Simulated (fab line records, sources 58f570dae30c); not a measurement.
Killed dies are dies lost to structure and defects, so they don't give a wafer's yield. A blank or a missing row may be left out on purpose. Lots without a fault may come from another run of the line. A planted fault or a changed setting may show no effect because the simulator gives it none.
Chamber matching | flow berkeley_cmos170 | UCB170_GATE_ETCH_15 on rie_si-02: 4 sister chambers
The step etches poly-Si in HBr/Cl2, stops on SiO2, time 56.3 s, target depth 278.2 nm. 18 wafers are shown with their chamber, then 9 later ones without.

WAFERS WITH THEIR CHAMBER
wafer  | chamber | drypump_motor_current_A (A) | throttle_valve_pct (%) | oes_product_au (a.u.)
L875.2 | 3       | 6.4                         | 26.44                  | 0.830
L875.5 | 2       | 5.0                         | 26.42                  | 0.814
L875.6 | 1       | 6.0                         | 26.76                  | 0.827
L877.3 | 3       | 6.4                         | 26.41                  | 0.847
L877.4 | 1       | 6.0                         | 26.75                  | 0.833
L877.6 | 0       | 5.7                         | 26.19                  | 0.813
L878.2 | 2       | 5.0                         | 26.43                  | 0.819
L878.3 | 3       | 6.4                         | 26.41                  | 0.852
L878.4 | 0       | 5.7                         | 26.18                  | 0.813
L884.2 | 0       | 5.7                         | 26.19                  | 0.822
L884.4 | 3       | 6.4                         | 26.40                  | 0.843
L884.5 | 1       | 6.0                         | 26.75                  | 0.841
L890.1 | 3       | 6.4                         | 26.32                  | 0.832
L890.3 | 1       | 6.0                         | 26.76                  | 0.829
L890.5 | 1       | 6.0                         | 26.75                  | 0.843
L891.2 | 2       | 5.1                         | 26.44                  | 0.820
L891.5 | 2       | 5.0                         | 26.42                  | 0.814
L891.6 | 3       | 6.4                         | 26.32                  | 0.830

SIGNATURES (means of the wafers above)
reading                 | chamber 0 | chamber 1 | chamber 2 | chamber 3 | scatter within a chamber
drypump_motor_current_A | 5.700     | 6.000     | 5.025     | 6.400     | 0.0231
throttle_valve_pct      | 26.1867   | 26.7540   | 26.4275   | 26.3833   | 0.0309
oes_product_au          | 0.81600   | 0.83460   | 0.81675   | 0.83900   | 0.00731
Rule: a wafer's distance from a chamber is the root of the sum, over the readings, of the square of ((its reading less the chamber's mean) divided by the reading's scatter). The wafer belongs to the nearest chamber; if the next one is less than 2 further off, it can't be placed. The scatter: the root of (the sum of the squares of (reading less its chamber's mean) over the shown wafers, divided by (wafers less chambers)).

WAFERS WITHOUT THEIR CHAMBER
wafer  | drypump_motor_current_A (A) | throttle_valve_pct (%) | oes_product_au (a.u.)
L895.4 | 5.0                         | 26.42                  | 0.820
L895.5 | 6.4                         | 26.32                  | 0.839
L895.6 | 5.7                         | 26.18                  | 0.814
L897.1 | 6.0                         | 26.75                  | 0.831
L897.4 | 5.0                         | 26.42                  | 0.817
L897.6 | 6.4                         | 26.33                  | 0.831
L898.2 | 6.0                         | 26.75                  | 0.836
L898.4 | 5.7                         | 26.21                  | 0.825
L898.5 | 6.4                         | 26.33                  | 0.821

WHICH CHAMBER EACH WENT THROUGH
wafer  | from the rows above | in truth
L895.4 | 2                   | 2
L895.5 | 3                   | 3
L895.6 | 0                   | 0
L897.1 | 1                   | 1
L897.4 | 2                   | 2
L897.6 | 3                   | 3
L898.2 | 1                   | 1
L898.4 | 0                   | 0
L898.5 | 3                   | 3
Placed correctly: 9 of 9. Can't be placed from these rows: 0. Placed wrongly: 0.
